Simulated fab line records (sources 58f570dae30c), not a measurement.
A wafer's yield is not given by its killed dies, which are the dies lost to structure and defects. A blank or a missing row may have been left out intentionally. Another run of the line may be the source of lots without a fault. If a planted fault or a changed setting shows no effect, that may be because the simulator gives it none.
The tool behind it: which one? + flow berkeley cmos170 + at 1 step of a route of 331, 14 lots with 42 wafers sampled

## WHAT THE GAUGES SHOWED, per wafer
The record holds no reading of a measuring or inspecting step that can be judged against a usual standard deviation.

## WHICH TOOL RAN EACH LOT (tool, then ch and the chambers of the sampled wafers, then the start)
| lot  | UCB170_ZERO_HMDS_00              |
|------|----------------------------------|
| L310 | litho track-04 ch 0, day 1 21:23 |
| L311 | litho track-02 ch 0, day 2 02:59 |
| L312 | litho track-02 ch 0, day 2 07:25 |
| L314 | litho track-01 ch 0, day 2 18:04 |
| L315 | litho track-02 ch 0, day 2 21:43 |
| L316 | litho track-04 ch 0, day 3 03:19 |
| L317 | litho track-04 ch 0, day 3 09:23 |
| L318 | litho track-01 ch 0, day 3 09:23 |
| L320 | litho track-04 ch 0, day 4 04:57 |
| L321 | litho track-02 ch 0, day 4 04:58 |
| L323 | litho track-04 ch 0, day 4 10:47 |
| L328 | litho track-01 ch 0, day 5 16:35 |
| L329 | litho track-02 ch 0, day 5 16:47 |
| L331 | litho track-02 ch 0, day 6 06:12 |
- UCB170_ZERO_HMDS_00: prime time 60 s.

## WHAT THE TOOLS THEMSELVES READ (means of the sampled wafers that have a number; where no wafer has one, the mark that the record gives instead)
UCB170_ZERO_HMDS_00.
| lot  | tool           | prime temp c (C) |
|------|----------------|------------------|
| L310 | litho track-04 | 100.02           |
| L311 | litho track-02 | 100.04           |
| L312 | litho track-02 | 99.85            |
| L314 | litho track-01 | 100.22           |
| L315 | litho track-02 | 100.13           |
| L316 | litho track-04 | 99.94            |
| L317 | litho track-04 | 100.05           |
| L318 | litho track-01 | 100.06           |
| L320 | litho track-04 | 101.62           |
| L321 | litho track-02 | 99.98            |
| L323 | litho track-04 | 101.40           |
| L328 | litho track-01 | 100.08           |
| L329 | litho track-02 | 99.97            |
| L331 | litho track-02 | 99.95            |

## THE ANSWER, worked out from the rows above alone
Rule: what is usual is taken from the lots themselves. The widest of any qualifying gaps counts: lots, ordered by their means at a reading, are off when they make up no more than a third of the lots, leave a main group of 4 or more, and stand apart from it by 3 or more times the standard deviation of that group's means. The tables above print the reading to a certain number of digits; a main group whose means all agree to those digits is not used. Also off: a lot with no number at a reading for which 4 or more lots have one. All remaining lots with rows at the step are treated as sound. The gauges are gone through in route order, then the tools' own readings, and for those a lot's mean is taken as printed above. At the first step where some lot is off, the reading lying furthest off is the one used; lots without a number count as furthest.
Off: L320, L323, at UCB170_ZERO_HMDS_00 (prime temp c). Mean 100.02 C and standard deviation 0.093 in the main group.
If a tool, at that step or one of the process steps before it, ran each lot that is off and ran no sound lot following the first of them, it fits. One candidate fits, namely litho track-04 at UCB170_ZERO_HMDS_00. A fault onset in the window from L317 (day 3 09:23, its last sound lot) to L320 (day 4 04:57, its first lot off) fits.
On the lots that are off, the tool's own readings at UCB170_ZERO_HMDS_00 differ by more than 5 times the standard deviation of the sound lots' means, which bears it out; prime temp c reads 101.51 C there versus 100.02 C on the sound lots.

## WHAT HAD BEEN PUT IN BY THE SIMULATOR
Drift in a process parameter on litho track-04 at UCB170_ZERO_HMDS_00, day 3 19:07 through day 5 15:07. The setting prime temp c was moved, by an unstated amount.
Struck lots among those shown: L320, L323. Same finding as the rule above.
